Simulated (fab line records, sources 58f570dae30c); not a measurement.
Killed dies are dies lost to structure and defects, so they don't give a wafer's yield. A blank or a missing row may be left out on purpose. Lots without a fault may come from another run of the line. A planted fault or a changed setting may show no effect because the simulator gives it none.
fab line records | flow berkeley_cmos170 | part 2 of 2: steps 34 to 43 of 43
record lots=5 wafers=15 last_day=11
route steps=331 shown NLDD@170 SPACER@171 PSD@175 NSD@187 BACKSIDE@199 SDANNEAL@204 PLDD@208 SILICIDE@210
lots that met no fault: from a run of the same line without faults
start_h: hours from the record's first day to the start of the lot's first wafer shown | wait_h: hours since the lot's step before | " the same as in the row above | L1.1+2: a row that stands for several wafers | - no value, or no start given | * or withheld: withheld | < > ~ a bound
route shown NAME@n: a module of which the file shows steps, and the number in the route of the first | usual: mean/standard deviation of fault-free wafers | same: alike in all rows | chamber/n: place in a boat | sites: the reading at each site | _std_site: their standard deviation | _edge_site: outer sites' mean less inner sites' | radius_mm: how far each site lies from the wafer's centre | mask NAME#n: copy n | behind: the tool/chamber that last shaped the wafer | hold: why the lot was held/for how many hours/how that ended | device: the transistor (n, p or np) that didn't switch | end of line: the same wafers' tests at the end of the route | a step without rows: its recipe alone | killed: dies lost to structure and defects at the first sort, not the wafer's yield | map: a wafer's dies, x killed, . not, _ none there
set.NAME: the setting as run; set.NAME@STEP: as run at that earlier step | model.NAME: the simulator's own value behind a step, which no gauge read
lots at some steps of the route; a table a step, a row a wafer
services: from which hour (start_h, from the record's first day; less than 0 if before it) a tool's chamber was out of use, for how many hours, and why
## steps
# step UCB170_BACKSIDE_CLEAN_04
# recipe chemistry=SPM temp_c=120 time_s=600
# usual temp_c=120.04/0.13
# same time_s=600
# columns lot.wafer tool chamber start_h wait_h temp_c
L076.1 wet_bench-04 1 147.43 0.1 120.02
L076.2 " 1 " " 120.02
L076.4 " 1 " " 120.20
L079.1 wet_bench-02 3 166.71 3.3 120.07
L079.2 " 3 " " 119.84
L079.4 " 3 " " 119.88
L085.1 wet_bench-01 0 195.62 0.1 120.12
L085.3 " 0 " " 120.21
L085.6 " 0 " " 120.13
L090.1 wet_bench-01 2 222.03 0.2 119.82
L090.4 " 2 " " 119.94
L090.6 " 2 " " 119.77
L091.3 wet_bench-02 0 231.05 0.0 120.13
L091.5 " 0 " " 119.96
L091.6 " 0 " " 120.10
# step UCB170_SDANNEAL_RTA_00
# recipe temp_c=900 time_s=10 ambient=N2
# usual lamp_power_pct=24/4.2 wafer_temp_C_max=903.9/1.2
# same time_s=10
# columns lot.wafer tool chamber start_h wait_h lamp_power_pct wafer_temp_C_max
L076.1 rtp_anneal-01 0 147.62 0.0 29 903.9
L076.2 " 0 " " 29 905.3
L076.4 " 0 " " 29 903.8
L079.1 rtp_anneal-01 0 166.88 0.0 29 905.9
L079.2 " 0 " " 29 904.4
L079.4 " 0 " " 29 904.7
L085.1 rtp_anneal-02 0 195.81 0.0 20 902.3
L085.3 " 0 " " 20 903.5
L085.6 " 0 " " 20 905.3
L090.1 rtp_anneal-01 0 222.20 0.0 29 904.9
L090.4 " 0 " " 29 904.0
L090.6 " 0 " " 29 905.1
L091.3 rtp_anneal-01 0 231.25 0.0 29 904.2
L091.5 " 0 " " 29 902.6
L091.6 " 0 " " 29 904.0
# step UCB170_SDANNEAL_RTA_01
# recipe temp_c=1050 time_s=5 ambient=N2
# usual lamp_power_pct=37/6.5 wafer_temp_C_max=1054.5/1.3
# same time_s=5
# columns lot.wafer tool chamber start_h wait_h lamp_power_pct wafer_temp_C_max
L076.1 rtp_anneal-01 0 147.68 0.1 44 1054.9
L076.2 " 0 " " 44 1057.5
L076.4 " 0 " " 44 1057.3
L079.1 rtp_anneal-01 0 166.95 0.1 44 1054.5
L079.2 " 0 " " 44 1055.1
L079.4 " 0 " " 44 1053.5
L085.1 rtp_anneal-02 0 195.88 0.1 31 1055.7
L085.3 " 0 " " 31 1053.5
L085.6 " 0 " " 31 1052.7
L090.1 rtp_anneal-01 0 222.27 0.1 44 1056.0
L090.4 " 0 " " 44 1056.2
L090.6 " 0 " " 44 1055.7
L091.3 rtp_anneal-01 0 231.31 0.1 44 1054.5
L091.5 " 0 " " 44 1055.0
L091.6 " 0 " " 44 1055.1
# step UCB170_SDANNEAL_RS_MEAS_02
# recipe thk_meas_gauge=four-point-probe
# usual PSD_RS=75.66/0.26
# columns lot.wafer tool chamber start_h wait_h PSD_RS[ohm/sq]
L076.1 film_metro-02 - 147.74 0.0 75.36
L076.2 " - " " 75.36
L076.4 " - " " 75.35
L079.1 film_metro-01 - 167.01 0.0 75.67
L079.2 " - " " 75.53
L079.4 " - " " 75.99
L085.1 film_metro-03 - 195.94 0.0 75.77
L085.3 " - " " 75.58
L085.6 " - " " 75.54
L090.1 film_metro-03 - 222.33 0.0 75.56
L090.4 " - " " 75.59
L090.6 " - " " 75.39
L091.3 film_metro-03 - 231.39 0.1 76.01
L091.5 " - " " 75.88
L091.6 " - " " 76.19
# step UCB170_SDANNEAL_RS_MEAS_03
# recipe thk_meas_gauge=four-point-probe
# usual NSD_RS=37.29/0.086
# columns lot.wafer tool chamber start_h wait_h NSD_RS[ohm/sq]
L076.1 film_metro-02 - 147.86 0.1 37.26
L076.2 " - " " 37.13
L076.4 " - " " 37.30
L079.1 film_metro-01 - 167.13 0.1 37.13
L079.2 " - " " 37.07
L079.4 " - " " 37.21
L085.1 film_metro-03 - 196.06 0.1 37.30
L085.3 " - " " 37.26
L085.6 " - " " 37.33
L090.1 film_metro-03 - 222.45 0.1 37.35
L090.4 " - " " 37.38
L090.6 " - " " 37.44
L091.3 film_metro-03 - 231.51 0.1 37.30
L091.5 " - " " 37.36
L091.6 " - " " 37.41
# step UCB170_SDANNEAL_RS_MEAS_04
# recipe thk_meas_gauge=four-point-probe
# usual PLDD_RS=1031.8/2.9
# columns lot.wafer tool chamber start_h wait_h PLDD_RS[ohm/sq]
L076.1 film_metro-02 - 147.98 0.1 1033.5
L076.2 " - " " 1033.9
L076.4 " - " " 1032.5
L079.1 film_metro-01 - 167.25 0.1 1029.9
L079.2 " - " " 1031.0
L079.4 " - " " 1032.3
L085.1 film_metro-03 - 196.18 0.1 1033.1
L085.3 " - " " 1034.1
L085.6 " - " " 1031.9
L090.1 film_metro-03 - 222.57 0.1 1031.0
L090.4 " - " " 1033.9
L090.6 " - " " 1029.1
L091.3 film_metro-03 - 231.63 0.1 1033.9
L091.5 " - " " 1032.5
L091.6 " - " " 1035.1
# step UCB170_SDANNEAL_RS_MEAS_05
# recipe thk_meas_gauge=four-point-probe
# usual NLDD_RS=616.4/1.2
# columns lot.wafer tool chamber start_h wait_h NLDD_RS[ohm/sq]
L076.1 film_metro-02 - 148.10 0.1 615.0
L076.2 " - " " 614.3
L076.4 " - " " 614.6
L079.1 film_metro-01 - 167.37 0.1 616.6
L079.2 " - " " 616.1
L079.4 " - " " 619.3
L085.1 film_metro-03 - 196.30 0.1 616.6
L085.3 " - " " 617.1
L085.6 " - " " 618.5
L090.1 film_metro-03 - 222.69 0.1 616.0
L090.4 " - " " 615.4
L090.6 " - " " 618.3
L091.3 film_metro-03 - 231.75 0.1 618.3
L091.5 " - " " 617.2
L091.6 " - " " 616.6
# step UCB170_SILICIDE_PRE_CLEAN_00
# recipe gas=Ar preclean_etch_time_s=60
# columns lot.wafer tool chamber start_h wait_h
L076.1+2+4 pvd_sputter-01 - 148.22 0.1
L079.1+2+4 pvd_sputter-03 - 167.49 0.1
L085.1+3+6 pvd_sputter-01 - 196.42 0.1
L090.1+4+6 pvd_sputter-01 - 222.81 0.1
L091.3+5+6 pvd_sputter-02 - 231.83 0.1
# step UCB170_SILICIDE_SPUTTER_01
# recipe material=Ti target_thk_nm=30 time_s=25 power_w=1500 chamber_pressure_pa=0.5
# usual throttle_valve_pct=30.3/0.66
# same time_s=25
# columns lot.wafer tool chamber start_h wait_h throttle_valve_pct
L076.1 pvd_sputter-01 - 148.29 0.0 30.3
L076.2 " - " " 30.2
L076.4 " - " " 29.8
L079.1 pvd_sputter-03 - 167.55 0.0 30.6
L079.2 " - " " 29.6
L079.4 " - " " 30.3
L085.1 pvd_sputter-01 - 196.48 0.0 29.7
L085.3 " - " " 30.3
L085.6 " - " " 29.9
L090.1 pvd_sputter-01 - 222.88 0.0 29.8
L090.4 " - " " 30.5
L090.6 " - " " 30.3
L091.3 pvd_sputter-02 - 231.90 0.0 30.4
L091.5 " - " " 32.5
L091.6 " - " " 31.1
# step UCB170_SILICIDE_RS_MEAS_02
# recipe thk_meas_gauge=four-point-probe reads=Ti_of_SILICIDE_SPUTTER_01
# usual SILICIDE_TI_RS=26.1/0.3
# columns lot.wafer tool chamber start_h wait_h SILICIDE_TI_RS[ohm/sq]
L076.1 film_metro-01 - 148.32 0.0 26.0
L076.2 " - " " 25.5
L076.4 " - " " 25.4
L079.1 film_metro-03 - 167.58 0.0 25.8
L079.2 " - " " 25.8
L079.4 " - " " 26.0
L085.1 film_metro-04 - 196.52 0.0 25.3
L085.3 " - " " 25.5
L085.6 " - " " 25.6
L090.1 film_metro-01 - 222.91 0.0 25.7
L090.4 " - " " 25.7
L090.6 " - " " 25.8
L091.3 film_metro-04 - 231.97 0.1 26.0
L091.5 " - " " 25.7
L091.6 " - " " 26.0
## services
# columns tool chamber start_h hours kind
pvd_sputter-02 - 112.74 1.0 repair
pecvd-03 - 114.85 0.2 repair
pvd_sputter-01 - 117.43 2.4 repair
rie_diel-01 2 118.82 16.3 repair
plasma_asher-02 - 123.36 9.0 pm
krf_scanner-01 - 132.14 1.0 pm
implanter-03 - 132.20 4.1 repair
plasma_asher-02 - 132.36 2.8 pm
krf_scanner-02 - 136.82 0.3 repair
krf_scanner-02 - 140.14 4.0 pm
plasma_asher-04 - 142.12 0.9 repair
plasma_asher-02 - 149.18 1.8 repair
wet_bench-01 - 153.02 2.4 repair
implanter-04 - 158.74 3.1 repair
krf_scanner-02 - 162.16 1.5 repair
krf_scanner-01 - 167.84 0.8 pm
implanter-04 - 178.07 1.4 repair
plasma_asher-01 - 186.42 2.8 pm
pvd_sputter-01 - 187.68 2.6 repair
implanter-04 - 189.99 3.9 repair
krf_scanner-02 - 209.06 1.8 repair
krf_scanner-01 - 227.40 1.3 pm
implanter-03 - 230.57 6.1 pm
krf_scanner-02 - 230.80 1.0 pm
